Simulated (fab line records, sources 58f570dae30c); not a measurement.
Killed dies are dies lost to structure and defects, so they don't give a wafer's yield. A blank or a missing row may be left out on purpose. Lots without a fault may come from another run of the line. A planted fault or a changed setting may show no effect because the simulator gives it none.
Which tool did it? | flow berkeley_cmos170 | 15 lots, 45 wafers sampled, at 5 steps of a route of 331

WHAT THE GAUGES READ, wafer by wafer
UCB170_CONTACT_OVL_MEAS_16. Usual: CONTACT_OVL 3 nm, standard deviation 6.3.
lot  | measured     | on         | CONTACT_OVL (nm) | flag
L424 | day 6 19:52  | overlay-02 | 2 -1 1           |
L425 | day 7 02:05  | overlay-02 | -3 2 9           |
L428 | day 7 21:31  | overlay-02 | 4 5 9            |
L429 | day 7 22:02  | overlay-02 | 4 7 4            |
L430 | day 8 09:04  | overlay-01 | -2 -8 -8         |
L432 | day 8 15:50  | overlay-01 | 3 7 7            |
L434 | day 8 23:43  | overlay-02 | 7 -4 3           |
L433 | day 9 00:29  | overlay-02 | -6 2 4           |
L435 | day 9 14:39  | overlay-02 | 3 0 4            |
L436 | day 9 17:25  | overlay-01 | 5 7 0            |
L440 | day 10 17:20 | overlay-01 | -4 -7 -4         |
L444 | day 10 18:50 | overlay-02 | 7 8 11           |
L443 | day 10 19:21 | overlay-02 | 21 21 15         |
L445 | day 11 22:42 | overlay-01 | 2 -4 1           |
L446 | day 11 22:56 | overlay-02 | -2 -2 -1         |

UCB170_V1_CD_MEAS_90: target cd 700 nm. Usual: cd_nm 699.9 nm, standard deviation 1.7.
lot  | measured     | on        | cd_nm (nm)        | flag
L424 | day 7 04:52  | cd_sem-02 | 699.5 697.2 698.6 |
L425 | day 7 12:15  | cd_sem-01 | 702.6 701.6 701.0 |
L428 | day 8 05:43  | cd_sem-02 | 700.6 699.8 698.8 |
L429 | day 8 05:49  | cd_sem-01 | 699.6 700.8 701.1 |
L430 | day 8 18:51  | cd_sem-01 | 696.1 697.6 697.7 |
L432 | day 9 01:31  | cd_sem-02 | 699.6 700.7 700.2 |
L434 | day 9 09:30  | cd_sem-01 | 703.9 700.6 702.2 |
L433 | day 9 09:20  | cd_sem-02 | 698.7 700.3 701.2 |
L435 | day 9 23:01  | cd_sem-02 | 698.6 697.3 697.9 |
L436 | day 10 00:39 | cd_sem-02 | 700.8 701.2 701.1 |
L440 | day 11 03:20 | cd_sem-01 | 715.6 715.7 715.2 | OFF
L444 | day 11 04:01 | cd_sem-02 | 714.6 713.1 712.7 | OFF
L443 | day 11 04:08 | cd_sem-01 | 701.0 698.8 700.9 |
L445 | day 12 07:10 | cd_sem-01 | 711.9 713.0 711.7 | OFF
L446 | day 12 07:03 | cd_sem-01 | 696.8 698.7 699.1 |

WHICH TOOL RAN EACH LOT (tool, then ch and the chambers of the sampled wafers, then the start)
lot  | UCB170_V1_CMP_02              | UCB170_V1_ETCH_14                  | UCB170_V1_STRIP_15
L424 | cmp-02 ch 0,3, day 7 02:10    | rie_diel-04 ch 0,3, day 7 04:36    | plasma_asher-04 ch 0,1, day 7 04:46
L425 | cmp-01 ch 0,3, day 7 09:56    | rie_diel-01 ch 0,1,2, day 7 11:57  | plasma_asher-04 ch 0,1, day 7 12:08
L428 | cmp-01 ch 1,2,3, day 8 03:11  | rie_diel-04 ch 0,1,2, day 8 05:26  | plasma_asher-03 ch 1, day 8 05:37
L429 | cmp-02 ch 0,2,3, day 8 03:08  | rie_diel-01 ch 0,1,3, day 8 05:33  | plasma_asher-01 ch 0,1, day 8 05:43
L430 | cmp-01 ch 0,2, day 8 16:50    | rie_diel-03 ch 1,3, day 8 18:34    | plasma_asher-01 ch 0,1, day 8 18:44
L432 | cmp-01 ch 1,3, day 8 23:34    | rie_diel-01 ch 2,3, day 9 01:13    | plasma_asher-04 ch 0,1, day 9 01:23
L434 | cmp-01 ch 0,1, day 9 06:34    | rie_diel-01 ch 0,2,3, day 9 09:16  | plasma_asher-04 ch 0,1, day 9 09:23
L433 | cmp-02 ch 1,2, day 9 06:37    | rie_diel-03 ch 1,2, day 9 09:02    | plasma_asher-04 ch 1, day 9 09:13
L435 | cmp-01 ch 0,1, day 9 20:38    | rie_diel-03 ch 1,2,3, day 9 22:44  | plasma_asher-01 ch 0,1, day 9 22:55
L436 | cmp-02 ch 1,2,3, day 9 22:08  | rie_diel-04 ch 1,2,3, day 10 00:22 | plasma_asher-01 ch 0,1, day 10 00:33
L440 | cmp-02 ch 0,2,3, day 11 01:01 | rie_diel-01 ch 0,1, day 11 03:02   | plasma_asher-01 ch 0, day 11 03:13
L444 | cmp-02 ch 0,2, day 11 01:19   | rie_diel-01 ch 1,2, day 11 03:44   | plasma_asher-04 ch 0,1, day 11 03:55
L443 | cmp-01 ch 0,2,3, day 11 01:37 | rie_diel-04 ch 1,2,3, day 11 03:52 | plasma_asher-03 ch 0,1, day 11 04:02
L445 | cmp-01 ch 0,1,2, day 12 04:14 | rie_diel-01 ch 1,3, day 12 06:50   | plasma_asher-04 ch 0,1, day 12 07:01
L446 | cmp-02 ch 1,3, day 12 04:14   | rie_diel-03 ch 1,2,3, day 12 06:47 | plasma_asher-03 ch 0,1, day 12 06:57
- UCB170_V1_CMP_02: polishes SiO2.
- UCB170_V1_ETCH_14: etches SiO2 in CHF3/CF4/Ar, stops on Al, target depth 1250 nm, time 291 s.
- UCB170_V1_STRIP_15: strips in O2.

WHAT THE TOOLS THEMSELVES READ (means of the sampled wafers that have a number; where no wafer has one, the mark that the record gives instead)
UCB170_V1_CMP_02. Usual: edge_zone_pressure_frac 1.000, standard deviation 0.0052; motor_current_A 15.5 A, standard deviation 1.7.
lot  | tool   | edge_zone_pressure_frac | motor_current_A (A) | flag
L424 | cmp-02 | 0.997                   | 13.7                |
L425 | cmp-01 | 0.998                   | 15.2                |
L428 | cmp-01 | 1.001                   | 17.0                |
L429 | cmp-02 | 0.996                   | 14.9                |
L430 | cmp-01 | 0.999                   | 14.7                |
L432 | cmp-01 | 1.005                   | 17.7                |
L434 | cmp-01 | 1.009                   | 16.2                |
L433 | cmp-02 | 1.001                   | 15.1                |
L435 | cmp-01 | 1.000                   | 16.2                |
L436 | cmp-02 | 0.999                   | 15.2                |
L440 | cmp-02 | 0.996                   | 14.4                |
L444 | cmp-02 | 0.997                   | 14.9                |
L443 | cmp-01 | 0.999                   | 15.6                |
L445 | cmp-01 | 1.001                   | 16.1                |
L446 | cmp-02 | 1.001                   | 14.2                |

UCB170_V1_ETCH_14. Usual: drypump_motor_current_A 5.7 A, standard deviation 0.47; oes_product_au 0.866 a.u., standard deviation 0.016; rf_fwd_power_W 697.7 W, standard deviation 2.1; throttle_valve_pct 6.97 %, standard deviation 0.1.
lot  | tool        | drypump_motor_current_A (A) | oes_product_au (a.u.) | rf_fwd_power_W (W) | throttle_valve_pct (%) | flag
L424 | rie_diel-04 | 5.8                         | 0.887                 | 696.3              | 7.00                   |
L425 | rie_diel-01 | 5.6                         | 0.863                 | 694.9              | 6.92                   |
L428 | rie_diel-04 | 5.9                         | 0.864                 | 697.4              | 6.96                   |
L429 | rie_diel-01 | 5.8                         | 0.857                 | 696.0              | 6.97                   |
L430 | rie_diel-03 | 6.2                         | 0.873                 | 697.8              | 7.08                   |
L432 | rie_diel-01 | 5.3                         | 0.875                 | 698.6              | 6.97                   |
L434 | rie_diel-01 | 5.4                         | 0.861                 | 697.3              | 7.00                   |
L433 | rie_diel-03 | 5.9                         | 0.875                 | 696.0              | 7.03                   |
L435 | rie_diel-03 | 6.0                         | 0.877                 | 697.6              | 7.05                   |
L436 | rie_diel-04 | 5.9                         | 0.873                 | 699.6              | 6.98                   |
L440 | rie_diel-01 | 6.0                         | 0.856                 | 1186.3             | 6.89                   | OFF
L444 | rie_diel-01 | 5.5                         | 0.879                 | 1187.7             | 6.90                   | OFF
L443 | rie_diel-04 | 5.9                         | 0.868                 | 697.9              | 6.99                   |
L445 | rie_diel-01 | 6.1                         | 0.859                 | 1186.1             | 6.91                   | OFF
L446 | rie_diel-03 | 6.0                         | 0.875                 | 700.2              | 7.07                   |

UCB170_V1_STRIP_15. Usual: drypump_motor_current_A 5.8 A, standard deviation 0.38; oes_product_au 0.723 a.u., standard deviation 0.005; strip_time_to_endpoint_s 15.39 s, standard deviation 0.1.
lot  | tool            | drypump_motor_current_A (A) | oes_product_au (a.u.) | strip_time_to_endpoint_s (s) | flag
L424 | plasma_asher-04 | 5.6                         | 0.725                 | 15.42                        |
L425 | plasma_asher-04 | 5.9                         | 0.723                 | 15.28                        |
L428 | plasma_asher-03 | 5.3                         | 0.724                 | 15.45                        |
L429 | plasma_asher-01 | 6.0                         | 0.723                 | 15.27                        |
L430 | plasma_asher-01 | 6.0                         | 0.726                 | 15.61                        |
L432 | plasma_asher-04 | 5.6                         | 0.724                 | 15.43                        |
L434 | plasma_asher-04 | 5.6                         | 0.723                 | 15.39                        |
L433 | plasma_asher-04 | 6.2                         | 0.723                 | 15.45                        |
L435 | plasma_asher-01 | 6.0                         | 0.721                 | 15.50                        |
L436 | plasma_asher-01 | 6.0                         | 0.716                 | 15.41                        |
L440 | plasma_asher-01 | 6.1                         | 0.717                 | 13.29                        | OFF
L444 | plasma_asher-04 | 5.6                         | 0.721                 | 13.38                        | OFF
L443 | plasma_asher-03 | 5.5                         | 0.718                 | 15.38                        |
L445 | plasma_asher-04 | 5.9                         | 0.720                 | 13.30                        | OFF
L446 | plasma_asher-03 | 5.4                         | 0.721                 | 15.45                        |

THE ANSWER, worked out from the rows above alone
Rule: a lot is off if the mean of its wafers that have a number lies more than 3 standard deviations from the usual mean. A lot without any number at a reading at which 4 lots or more have one is off too. The other lots that the step has rows for count as sound. The gauges are gone through in route order, then the tools' own readings, and for those a lot's mean is taken as printed above. The first step at which some lot is off is used, and at that step the reading that is off furthest; a lot without a number counts as furthest.
Off: L440, L444, L445, at UCB170_V1_CD_MEAS_90 (cd_nm).
A tool fits if, at a process step before that reading, it ran every lot that is off, and no sound lot after the first of them. The gauges at UCB170_V1_CD_MEAS_90 aren't tried: what is off there is off at UCB170_V1_ETCH_14 too, on other tools, and a gauge's error can't cause that. One fits: rie_diel-01 at UCB170_V1_ETCH_14. Its last sound lot is L434 (day 9 09:16), its first lot that is off L440 (day 11 03:02): a fault that began between those two fits.
The tool's own readings at UCB170_V1_ETCH_14 bear it out: on the lots that are off they differ by more than 5 times the standard deviation of the sound lots' means. rf_fwd_power_W reads 1186.7 W there against 697.5 W on the sound lots.

WHAT THE SIMULATOR HAD PUT IN
Process parameter drift: rie_diel-01, from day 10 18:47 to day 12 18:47, at UCB170_V1_ETCH_14. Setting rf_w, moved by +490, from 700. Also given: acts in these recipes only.
Lots struck among those shown: L440, L444, L445. The rule above found the same.
